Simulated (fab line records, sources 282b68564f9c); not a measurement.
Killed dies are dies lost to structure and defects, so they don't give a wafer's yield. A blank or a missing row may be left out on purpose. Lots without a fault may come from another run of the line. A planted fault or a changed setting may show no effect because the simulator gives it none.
Which tool did it? | flow rit_cmos | 13 lots, 39 wafers sampled, at 2 steps of a route of 202

WHAT THE GAUGES READ, wafer by wafer
The record holds no reading of a measuring or inspecting step that can be judged against a usual standard deviation.

WHICH TOOL RAN EACH LOT (tool, then ch and the chambers of the sampled wafers, then the start)
lot  | RIT_NSD_EXPOSE_03                  | RIT_M1_PROBE_99
L697 | iline_stepper-02 ch 0, day 3 00:41 | -
L700 | iline_stepper-02 ch 0, day 3 15:25 | -
L701 | iline_stepper-01 ch 0, day 3 22:43 | prober-01, day 4 09:14
L702 | iline_stepper-02 ch 0, day 4 01:36 | -
L703 | iline_stepper-01 ch 0, day 4 06:37 | -
L705 | iline_stepper-02 ch 0, day 4 21:10 | -
L710 | iline_stepper-01 ch 0, day 5 17:02 | -
L713 | iline_stepper-02 ch 0, day 6 08:11 | -
L715 | iline_stepper-02 ch 0, day 6 17:54 | prober-01, day 7 04:19
L716 | iline_stepper-02 ch 0, day 6 22:28 | prober-02, day 7 09:18
L717 | iline_stepper-02 ch 0, day 7 03:01 | prober-01, day 7 13:36
L718 | iline_stepper-01 ch 0, day 7 07:42 | -
L720 | iline_stepper-01 ch 0, day 7 17:42 | prober-02, day 8 03:46
- RIT_NSD_EXPOSE_03: exposes mask M9, target cd 40700 nm.
- RIT_M1_PROBE_99

WHAT THE TOOLS THEMSELVES READ (means of the sampled wafers that have a number; where no wafer has one, the mark that the record gives instead)
RIT_M1_PROBE_99. Usual: killed_at_contacts 0.1, standard deviation 0.27; killed_at_front_end 7, standard deviation 3; killed_dies 7.0, standard deviation 3; killed_open 3.5, standard deviation 2.1; killed_short 3.4, standard deviation 1.9.
lot  | tool      | killed_at_contacts | killed_at_front_end | killed_dies | killed_open | killed_short | flag
L701 | prober-01 | 0.0                | 4                   | 4.0         | 2.0         | 2.0          |
L715 | prober-01 | 0.0                | 7                   | 6.7         | 3.7         | 3.0          |
L716 | prober-02 | 0.0                | 5                   | 5.3         | 2.7         | 2.7          |
L717 | prober-01 | 0.3                | 7                   | 7.3         | 3.0         | 4.3          |
L720 | prober-02 | 0.0                | 6                   | 6.0         | 2.3         | 3.7          |

THE ANSWER, worked out from the rows above alone
Rule: a lot is off if the mean of its wafers that have a number lies more than 3 standard deviations from the usual mean. A lot without any number at a reading at which 4 lots or more have one is off too. The other lots that the step has rows for count as sound. The gauges are gone through in route order, then the tools' own readings, and for those a lot's mean is taken as printed above. The first step at which some lot is off is used, and at that step the reading that is off furthest; a lot without a number counts as furthest.
No lot is off at any reading shown: from this, nothing can be told.

WHAT THE SIMULATOR HAD PUT IN
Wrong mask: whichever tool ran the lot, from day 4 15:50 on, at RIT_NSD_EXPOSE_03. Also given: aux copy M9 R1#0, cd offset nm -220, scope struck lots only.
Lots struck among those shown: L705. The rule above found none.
